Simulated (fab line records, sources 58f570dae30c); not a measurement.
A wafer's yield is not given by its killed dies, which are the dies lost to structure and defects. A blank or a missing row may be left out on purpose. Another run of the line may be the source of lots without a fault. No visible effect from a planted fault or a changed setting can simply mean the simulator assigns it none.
A sampling plan put to the test -- flow berkeley-cmos170 -- 12 faults told of in these records, all on one fab line, each judged by the records of the lots it struck
The plan is the line's own looks: the steps of the route at which a gauge or an inspection reads the wafer and doesn't change it. A look is open to judgement when struck wafers have a number at it and the file gives its usual mean and standard deviation on fault-free wafers. Caught: 4 or more of those standard deviations (sigma) separate the usual mean from the mean of the struck wafers at a look after the fault's first step. On the tool: the same test on the tool's own readings at the fault's steps. Caught also covers a different recipe on the struck wafers, or a record left blank for those wafers only.

THE FAULTS, as the simulator had put them in
1. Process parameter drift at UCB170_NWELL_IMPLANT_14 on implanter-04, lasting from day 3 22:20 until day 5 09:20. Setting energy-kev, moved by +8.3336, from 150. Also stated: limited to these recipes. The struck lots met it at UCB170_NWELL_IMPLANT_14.
2. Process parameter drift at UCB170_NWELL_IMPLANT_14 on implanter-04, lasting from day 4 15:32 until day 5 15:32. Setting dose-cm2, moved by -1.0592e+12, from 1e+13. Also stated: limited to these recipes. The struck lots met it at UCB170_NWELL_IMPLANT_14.
3. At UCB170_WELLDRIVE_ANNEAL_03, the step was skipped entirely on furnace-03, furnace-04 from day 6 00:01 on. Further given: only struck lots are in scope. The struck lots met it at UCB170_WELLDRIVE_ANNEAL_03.
4. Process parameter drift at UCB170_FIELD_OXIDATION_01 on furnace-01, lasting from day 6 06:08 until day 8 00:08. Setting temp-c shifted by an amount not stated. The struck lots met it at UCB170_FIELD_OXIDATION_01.
5. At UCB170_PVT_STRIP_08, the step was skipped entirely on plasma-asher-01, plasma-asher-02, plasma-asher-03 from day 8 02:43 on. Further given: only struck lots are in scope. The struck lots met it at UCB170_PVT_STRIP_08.
6. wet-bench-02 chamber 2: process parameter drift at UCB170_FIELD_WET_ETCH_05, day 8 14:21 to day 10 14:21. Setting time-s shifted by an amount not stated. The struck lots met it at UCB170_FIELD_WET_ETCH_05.
7. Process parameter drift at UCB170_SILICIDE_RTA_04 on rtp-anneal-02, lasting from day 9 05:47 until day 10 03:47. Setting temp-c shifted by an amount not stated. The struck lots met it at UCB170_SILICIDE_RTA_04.
8. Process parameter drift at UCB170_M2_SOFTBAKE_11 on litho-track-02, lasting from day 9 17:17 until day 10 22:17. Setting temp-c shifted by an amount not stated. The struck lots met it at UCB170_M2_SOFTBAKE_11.
9. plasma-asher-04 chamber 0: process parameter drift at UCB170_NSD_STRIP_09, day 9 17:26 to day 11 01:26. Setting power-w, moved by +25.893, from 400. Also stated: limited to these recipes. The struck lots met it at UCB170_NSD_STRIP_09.
10. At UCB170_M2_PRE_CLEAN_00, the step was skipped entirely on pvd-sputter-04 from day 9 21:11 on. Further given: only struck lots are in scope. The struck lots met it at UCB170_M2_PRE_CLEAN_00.
11. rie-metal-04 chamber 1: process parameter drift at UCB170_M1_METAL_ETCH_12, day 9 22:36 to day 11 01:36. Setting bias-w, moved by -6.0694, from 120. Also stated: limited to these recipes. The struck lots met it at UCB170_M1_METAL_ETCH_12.
12. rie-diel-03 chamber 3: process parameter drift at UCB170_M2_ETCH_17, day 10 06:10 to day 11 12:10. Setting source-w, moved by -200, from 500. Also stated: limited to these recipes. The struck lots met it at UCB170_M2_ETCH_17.

WHAT THE PLAN SAW
fault,on the tool itself,first look that catches it,"reading, sigma",median hours from its first step to that look,hours from the fault's start to the first struck lot there,judged looks passed uncaught
1,beam-energy-keV +99 or beyond sigma,not the one look that can be judged after it,-,-,-,1
2,dose-ions-cm2 -97 sigma,none of the 2 looks that can be judged after it,-,-,-,2
3,the tool's record is blank for the struck wafers,no look after it can be judged,-,-,-,0
4,tube-center-temp-C +62 sigma,no look after it can be judged,-,-,-,0
5,the tool's record is blank for the struck wafers,no look after it can be judged,-,-,-,0
6,run-length-s +99 or beyond sigma,no look after it can be judged,-,-,-,0
7,wafer_temp_C_max -4.4 sigma,no look after it can be judged,-,-,-,0
8,heater-power-total-W +99 or beyond sigma,UCB170_M2_CD_MEAS_15,cd-nm -46,1.2,7,0
9,strip-time-to-endpoint-s -19 sigma,no look after it can be judged,-,-,-,0
10,the tool's record is blank for the struck wafers,none of the 2 looks that can be judged after it,-,-,-,2
11,bias-w -16 sigma,not the one look that can be judged after it,-,-,-,1
12,rf-fwd-power-W -99 or beyond sigma,none of the 2 looks that can be judged after it,-,-,-,2
A dash: this means the fault isn't caught or the number doesn't appear in these records.

Caught at a look: 1 of 12. Caught on the tool: 12 of 12. By one or the other: 12 of 12.
Faults caught by the tool alone: 1, 2, 3, 4, 5, 6, 7, 9, 10, 11, 12.

THINNER SAMPLING
Were the look that catches a fault to measure just every second or every third lot (counted by lot number), the first struck lot would, at worst, be measured this late:
fault,"struck lots at that look, in order of time",every lot,every second lot,every third lot
8,"L308, L312",7 h,may miss all 2,may miss all 2
Hours: fault start to first struck lot measured. 4 sigma limit: tested on the pooled struck wafers, so a lone lot may be under it. Other struck lots may not be in these records.

THE LONGEST TIMED WAY FROM STEP TO LOOK
Fault 8: median gap of 1.2 hours between UCB170_M2_SOFTBAKE_11 and UCB170_M2_CD_MEAS_15. No look between them can be judged.
